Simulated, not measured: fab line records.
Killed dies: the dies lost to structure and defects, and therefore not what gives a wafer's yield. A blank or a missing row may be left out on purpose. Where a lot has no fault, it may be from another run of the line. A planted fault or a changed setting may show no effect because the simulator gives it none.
8D (eight disciplines) problem report, filled in by code    flow rit cmos    the parts of the form that need people (team, actions taken, sign-off) are left out

## 1. THE ISSUE
Across 6 wafers from 2 lots, ACTIVE_NITRIDE_THK at RIT_ACTIVE_THK_MEAS_04 averages 134.4 nm, while fault-free wafers read 150.1 nm with a standard deviation of 1.4. Relative to the usual mean, that is a shift of -11 standard deviations.
First observed at day 5 03:01: wafer L221.1, on film metro-02. The record holds 42 wafers of 14 lots with a number at this step. Rule for "out" (also "out of limits"): further than 4 standard deviations from the usual mean. The other wafers with a number count as sound.

## 2. WHAT IT IS AND WHAT IT IS NOT
question                     is                      is not
which readings at this step  ACTIVE_NITRIDE_THK      -
which lots                   L221, L222              L204, L205, L206, L213, L214, L215, L216, L217, L219, L225, L226, L227
which wafers of those lots   all that have a number  -
read on which gauges         film metro-02           film metro-01, film metro-03
when                         from day 5 03:01        up to then (27 sound wafers); but 9 sound wafers of L225, L226, L227 came after

## 3. WHAT RULES OUT EACH SUSPECT
Counting: a tool at any process step up to the reading remains a suspect when it ran all the lots that are out and ran no sound lot after the first of those.
- the gauge at RIT_ACTIVE_THK_MEAS_04: ruled out. All the wafers that are out were read on film metro-02, but those of them that RIT_ACTIVE_CVD_03 has rows for are out there too, on other tools.
- lpcvd-02 at RIT_ACTIVE_CVD_03 (deposits Si3N4 from SiH2Cl2/NH3, target thk 150 nm, time 1500 s): kept. All lots that are out passed through it, beginning with L221 at day 5 01:36, and no sound lot followed; its final sound lot before that point was L219 at day 4 16:19. Out on those wafers are its own readings of spike tc centre C, spike tc source C, susceptor temp C.
Left after counting: lpcvd-02 at RIT_ACTIVE_CVD_03.

## 4. THE CAUSE (what the simulator had put in)
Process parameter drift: lpcvd-02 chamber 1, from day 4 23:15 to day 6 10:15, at RIT_ACTIVE_CVD_03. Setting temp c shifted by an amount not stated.
Only this tool survived the counting.

## 5. THE EFFECT CHAIN, in route order
Each row: a reading where the mean over the struck wafers with a number is more than 3 standard deviations away from the usual. Readings are gone through only where the record gives a usual standard deviation; hours: the median, over the lots, of the time from a lot's start at the first step in this table giving one to that lot's start at this step; sigmas: the change measured in usual standard deviations.
hours  step                    reading             usual       on struck wafers  change  sigmas
0      RIT_ACTIVE_CVD_03       spike tc centre C   812.4 C     805.8             -6.6    -6.0
0      RIT_ACTIVE_CVD_03       spike tc source C   831.4 C     822.6             -8.8    -6.3
0      RIT_ACTIVE_CVD_03       susceptor temp C    810.0 C     802.9             -7.1    -22
1      RIT_ACTIVE_THK_MEAS_04  ACTIVE_NITRIDE_THK  150.1 nm    134.4             -15.7   -11
3      RIT_ACTIVE_ETCH_13      oes product au      0.825 a.u.  0.781             -0.044  -3.7
Its process steps:
- RIT_ACTIVE_CVD_03: deposits Si3N4 from SiH2Cl2/NH3, target thk 150 nm, time 1500 s.
- RIT_ACTIVE_ETCH_13: etches Si3N4 in SF6, stops on SiO2, time 210 s, target depth 210 nm.

## 6. WHAT WOULD HAVE CAUGHT IT SOONER
The first out-of-limits reading at a measuring or inspecting step in this record came at day 5 03:01, 4 hours after the fault's start at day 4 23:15.
The tool's own readings at RIT_ACTIVE_CVD_03 were out on every struck wafer that the step has a row for (spike tc centre C, spike tc source C, susceptor temp C): an alarm limit on them would have fired on the first of those.
Of the lots that are out (2), L222 began RIT_ACTIVE_CVD_03 on lpcvd-02 after day 5 03:01. A tool hold placed at that time would have kept it from harm.
